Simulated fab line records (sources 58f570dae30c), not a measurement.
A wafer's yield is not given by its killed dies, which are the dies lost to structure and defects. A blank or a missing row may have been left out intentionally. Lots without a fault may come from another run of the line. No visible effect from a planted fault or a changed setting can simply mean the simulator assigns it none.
Code-filled problem report in 8D (eight disciplines) form :: flow berkeley-cmos170 :: the parts of the form that need people (team, actions taken, sign-off) are left out

## 1. PROBLEM STATEMENT
Wafers without a fault read 0.853 a.u., standard deviation 0.0078; oes-product-au at UCB170_M1_METAL_ETCH_12 reads a mean of 0.889 a.u. on 6 wafers belonging to 2 lots. That is +4.7 standard deviations from the usual mean.
The step: etches Al in Cl2/BCl3, stops on PSG, target depth 780 nm, time 130 s.
First observed at day 10 13:49: wafer L529.1, on rie-metal-03. At this step, 42 wafers from 14 lots have a number in the record. By rule, "out" or "out of limits" means more than 4 standard deviations away from the usual mean. Any other wafer with a number is counted as sound.

## 2. WHAT IT IS; WHAT IT IS NOT
question: which readings at this step
is: oes-product-au
is not: bcl3-flow-sccm, drypump-motor-current-A, he-backside-leak-sccm, throttle-valve-pct

question: which lots
is: L529, L531
is not: L516, L517, L518, L519, L520, L522, L523, L526, L534, L535, L536, L539

question: which wafers of those lots
is: all that have a number
is not: -

question: read on which tools
is: rie-metal-03
is not: rie-metal-02, rie-metal-04

question: when
is: from day 10 13:49
is not: up to then (21 sound wafers); but 15 sound wafers of L526, L534, L535, L536, L539 came after

## 3. SUSPECTS, AND WHAT RULES EACH OUT
Counting: a tool at any process step up to the reading remains a suspect when it ran all the lots that are out and ran no sound lot after the first of those.
- rie-metal-03 at UCB170_M1_METAL_ETCH_12 (etches Al in Cl2/BCl3, stops on PSG, target depth 780 nm, time 130 s): kept. It ran every lot that is out, first L529 (day 10 13:49), and no sound lot after that; its last sound lot up to then is L522 (day 9 05:26). Its own oes-product-au readings are out on those wafers.
Left after counting: rie-metal-03 at UCB170_M1_METAL_ETCH_12.

## 4. THE CAUSE (what the simulator had put in)
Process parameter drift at UCB170_M1_METAL_ETCH_12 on rie-metal-03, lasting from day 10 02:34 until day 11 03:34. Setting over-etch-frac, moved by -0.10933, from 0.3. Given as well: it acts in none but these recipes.
The count eliminated every tool but this one.

## 5. SEQUENCE OF EFFECTS, ordered by route
Each row: a reading where the mean over the struck wafers with a number is more than 3 standard deviations away from the usual. Only readings for which the record gives a usual standard deviation are gone through. hours: the time from each lot's start at the first step in this table that gives one to its start at this step, as a median over the lots. sigmas: the change in usual standard deviations.
hours: 0
step: UCB170_M1_METAL_ETCH_12
reading: oes-product-au
usual: 0.853 a.u.
on struck wafers: 0.889
change: +0.036
sigmas: +4.7
It contains these process steps:
- UCB170_M1_METAL_ETCH_12: etches Al in Cl2/BCl3, stops on PSG, target depth 780 nm, time 130 s.

## 6. WHAT WOULD HAVE CAUGHT IT SOONER
In this record no reading fell out of limits until day 10 13:49, 11 hours after the fault had begun at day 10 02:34.
